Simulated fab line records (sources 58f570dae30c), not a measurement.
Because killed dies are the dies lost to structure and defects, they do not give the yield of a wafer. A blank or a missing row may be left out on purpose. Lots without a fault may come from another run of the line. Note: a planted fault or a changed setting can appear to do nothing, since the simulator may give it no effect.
Which tool is to blame?    flow berkeley-cmos170    42 wafers from 14 lots sampled at 6 of the route's 331 steps

WHAT EACH GAUGE READ, for each wafer
UCB170_GATE_CD_MEAS_90: the cd target is 350 nm. Usual: cd-nm 350.1 nm, standard deviation 1.5.
lot   measured      on         cd-nm (nm)         flag
L707  day 5 23:35   cd-sem-01  350.0 351.9 350.1  
L713  day 6 19:43   cd-sem-02  350.6 351.5 351.0  
L711  day 6 20:47   cd-sem-01  352.6 354.0 352.4  
L715  day 7 06:08   cd-sem-02  349.9 349.8 348.9  
L714  day 7 06:22   cd-sem-02  349.7 349.3 349.4  
L717  day 7 17:37   cd-sem-01  351.8 352.3 350.9  
L716  day 7 17:44   cd-sem-02  349.4 348.9 349.4  
L721  day 9 00:57   cd-sem-02  351.9 351.4 350.8  
L723  day 9 12:47   cd-sem-01  349.4 349.5 347.8  
L724  day 9 17:59   cd-sem-02  350.9 351.9 350.8  
L728  day 10 05:24  cd-sem-02  350.4 351.3 351.7  
L726  day 10 05:40  cd-sem-01  350.2 349.4 348.3  
L727  day 10 05:43  cd-sem-02  349.8 349.4 347.8  
L729  day 10 14:13  cd-sem-02  351.4 350.4 350.6  

UCB170_PLDD_TW_MEAS_11. Usual: PLDD_TW 1014, standard deviation 7.9.
lot   measured      on             PLDD_TW         flag
L707  day 6 03:04   film-metro-02  1012 1007 1010  
L713  day 6 22:38   film-metro-02  1006 1007 1011  
L711  day 6 23:59   film-metro-02  1012 1003 1005  
L715  day 7 08:31   film-metro-04  1020 1020 1019  
L714  day 7 08:47   film-metro-02  1006 1006 1002  
L717  day 7 20:08   film-metro-02  1003 1008 1001  
L716  day 7 20:14   film-metro-04  1015 1020 1018  
L721  day 9 02:37   film-metro-03  1017 1025 1019  
L723  day 9 14:41   film-metro-04  1020 1019 1014  
L724  day 9 19:50   film-metro-02  1010 1013 1007  
L728  day 10 07:23  film-metro-03  1030 1025 1028  
L726  day 10 07:30  film-metro-02  1001 1000 999   
L727  day 10 07:47  film-metro-02  1003 1002 1004  
L729  day 10 16:18  film-metro-04  1009 1019 1017  

UCB170_NLDD_TW_MEAS_11. Usual: NLDD_TW 2227, standard deviation 16.
lot   measured      on             NLDD_TW         flag
L707  day 6 05:56   film-metro-04  2233 2236 2238  
L713  day 7 02:02   film-metro-02  2213 2204 2211  
L711  day 7 02:50   film-metro-04  2235 2226 2224  
L715  day 7 11:24   film-metro-04  2231 2232 2237  
L714  day 7 11:35   film-metro-02  2216 2210 2222  
L717  day 7 21:54   film-metro-03  2238 2221 2230  
L716  day 7 22:10   film-metro-03  2212 2235 2232  
L721  day 9 04:32   film-metro-03  2238 2242 2240  
L723  day 9 16:34   film-metro-02  2294 2289 2284  OFF
L724  day 9 21:31   film-metro-02  2216 2214 2217  
L728  day 10 09:12  film-metro-04  2227 2221 2230  
L726  day 10 09:22  film-metro-03  2318 2317 2313  OFF
L727  day 10 09:44  film-metro-02  2196 2187 2195  
L729  day 10 18:03  film-metro-02  2184 2204 2197  

UCB170_SDANNEAL_RS_MEAS_05: the measuring method here is four-point-probe. Usual: NLDD_RS 615.8 ohm/sq, standard deviation 1.7.
lot   measured      on             NLDD_RS (ohm/sq)   flag
L707  day 6 15:16   film-metro-03  619.5 617.2 618.9  
L713  day 7 12:02   film-metro-04  617.4 615.8 616.9  
L711  day 7 12:28   film-metro-02  618.6 617.4 616.8  
L715  day 7 21:23   film-metro-03  619.5 619.2 617.4  
L714  day 7 21:52   film-metro-02  612.1 612.3 614.0  
L717  day 8 12:16   film-metro-03  616.6 616.2 615.2  
L716  day 8 12:18   film-metro-04  614.6 614.8 613.0  
L721  day 9 17:08   film-metro-04  616.9 615.9 616.3  
L723  day 10 04:31  film-metro-02  579.9 580.4 580.5  OFF
L724  day 10 09:14  film-metro-02  614.2 613.4 613.5  
L728  day 10 18:38  film-metro-03  617.3 617.4 616.1  
L726  day 10 21:31  film-metro-02  583.9 584.8 584.7  OFF
L727  day 10 21:28  film-metro-04  617.0 615.5 619.3  
L729  day 11 04:33  film-metro-03  616.2 614.8 615.1  

WHICH TOOL RAN EACH LOT (tool, then ch and the chambers of the sampled wafers, then the start)
lot   UCB170_NLDD_IMPLANT_09           UCB170_SPACER_ETCHBACK_03
L707  implanter-01 ch 0, day 6 05:41   rie-diel-04 ch 0,2, day 6 07:56
L713  implanter-03 ch 0, day 7 01:49   rie-diel-02 ch 2,3, day 7 06:07
L711  implanter-01 ch 0, day 7 02:37   rie-diel-01 ch 0,2, day 7 06:07
L715  implanter-01 ch 0, day 7 11:10   rie-diel-04 ch 0,2,3, day 7 16:16
L714  implanter-03 ch 0, day 7 11:21   rie-diel-01 ch 0,1,3, day 7 16:16
L717  implanter-01 ch 0, day 7 21:39   rie-diel-04 ch 2,3, day 8 05:02
L716  implanter-03 ch 0, day 7 21:56   rie-diel-02 ch 1,3, day 8 05:02
L721  implanter-01 ch 0, day 9 04:19   rie-diel-02 ch 0,2,3, day 9 10:33
L723  implanter-01 ch 0, day 9 16:19   rie-diel-04 ch 0,1, day 9 21:15
L724  implanter-03 ch 0, day 9 21:17   rie-diel-02 ch 0,1, day 10 04:05
L728  implanter-03 ch 0, day 10 08:59  rie-diel-02 ch 1,2,3, day 10 14:11
L726  implanter-01 ch 0, day 10 09:09  rie-diel-04 ch 0,1,2, day 10 14:11
L727  implanter-03 ch 0, day 10 09:29  rie-diel-02 ch 1,2,3, day 10 14:16
L729  implanter-03 ch 0, day 10 17:48  rie-diel-01 ch 1,3, day 10 23:29
- UCB170_NLDD_IMPLANT_09
- UCB170_SPACER_ETCHBACK_03: etches SiO2 in CHF3/CF4/Ar, stops on Si, target depth 376 nm, time 100 s.

AS READ BY THE TOOLS THEMSELVES (means over the sampled wafers that have a number; for cases with no such wafer, the mark the record gives instead)
UCB170_NLDD_IMPLANT_09. Usual: beam-energy-keV 30.000, standard deviation 0.011; faraday-current-uA 158, standard deviation 3.2; tilt-deg 7.000 degrees, standard deviation 0.02.
lot   tool          beam-energy-keV  faraday-current-uA  tilt-deg (degrees)  flag
L707  implanter-01  30.010           160                 6.990               
L713  implanter-03  30.001           155                 7.011               
L711  implanter-01  30.001           157                 7.009               
L715  implanter-01  29.997           158                 6.987               
L714  implanter-03  29.994           158                 7.004               
L717  implanter-01  29.986           159                 6.987               
L716  implanter-03  29.980           155                 7.020               
L721  implanter-01  29.993           158                 6.987               
L723  implanter-01  36.604           161                 6.993               OFF
L724  implanter-03  30.001           156                 6.998               
L728  implanter-03  29.986           157                 7.002               
L726  implanter-01  36.598           161                 7.008               OFF
L727  implanter-03  29.992           161                 7.003               
L729  implanter-03  29.995           155                 6.967               

UCB170_SPACER_ETCHBACK_03. Usual: drypump-motor-current-A 5.6 A, standard deviation 0.35; oes-product-au 0.900 a.u., standard deviation 0.019; throttle-valve-pct 6.45 %, standard deviation 0.094.
lot   tool         drypump-motor-current-A (A)  oes-product-au (a.u.)  throttle-valve-pct (%)  flag
L707  rie-diel-04  5.4                          0.886                  6.61                    
L713  rie-diel-02  5.7                          0.924                  6.41                    
L711  rie-diel-01  5.9                          0.891                  6.48                    
L715  rie-diel-04  5.4                          0.878                  6.58                    
L714  rie-diel-01  6.0                          0.912                  6.42                    
L717  rie-diel-04  5.2                          0.875                  6.57                    
L716  rie-diel-02  5.6                          0.898                  6.38                    
L721  rie-diel-02  5.7                          0.920                  6.39                    
L723  rie-diel-04  5.4                          0.891                  6.59                    
L724  rie-diel-02  5.4                          0.902                  6.37                    
L728  rie-diel-02  5.6                          0.917                  6.40                    
L726  rie-diel-04  5.3                          0.884                  6.57                    
L727  rie-diel-02  5.6                          0.914                  6.39                    
L729  rie-diel-01  6.1                          0.910                  6.42                    

THE ANSWER, worked out from the rows above alone
Rule: a lot counts as off when the mean over its wafers that have a number is more than 3 standard deviations away from the usual mean. Also off: a lot with no number at a reading for which 4 or more lots have one. Any other lot the step has rows for is counted as sound. The gauges are gone through in route order, then the tools' own readings, and for those a lot's mean is taken as printed above. At the first step where some lot is off, the reading lying furthest off is the one used; lots without a number count as furthest.
Off: L723, L726, seen at UCB170_NLDD_TW_MEAS_11 (NLDD_TW).
A tool fits if, at a process step before that reading, it ran every lot that is off, and no sound lot after the first of them. The gauges at UCB170_NLDD_TW_MEAS_11 aren't tried: what is off there is off at UCB170_NLDD_IMPLANT_09 too, on other tools, and a gauge's error can't cause that. One candidate fits, namely implanter-01 at UCB170_NLDD_IMPLANT_09. A fault onset in the window from L721 (day 9 04:19, its last sound lot) to L723 (day 9 16:19, its first lot off) fits.
The tool's own readings at UCB170_NLDD_IMPLANT_09 bear it out: on the lots that are off they differ by more than 5 times the standard deviation of the sound lots' means. beam-energy-keV reads 36.601 there against 29.995 on the sound lots.

WHAT THE SIMULATOR HAD PUT IN
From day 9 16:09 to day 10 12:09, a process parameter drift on implanter-01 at UCB170_NLDD_IMPLANT_09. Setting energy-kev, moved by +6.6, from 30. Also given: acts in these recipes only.
Lots struck among those shown: L723, L726. The rule above reached the same finding.
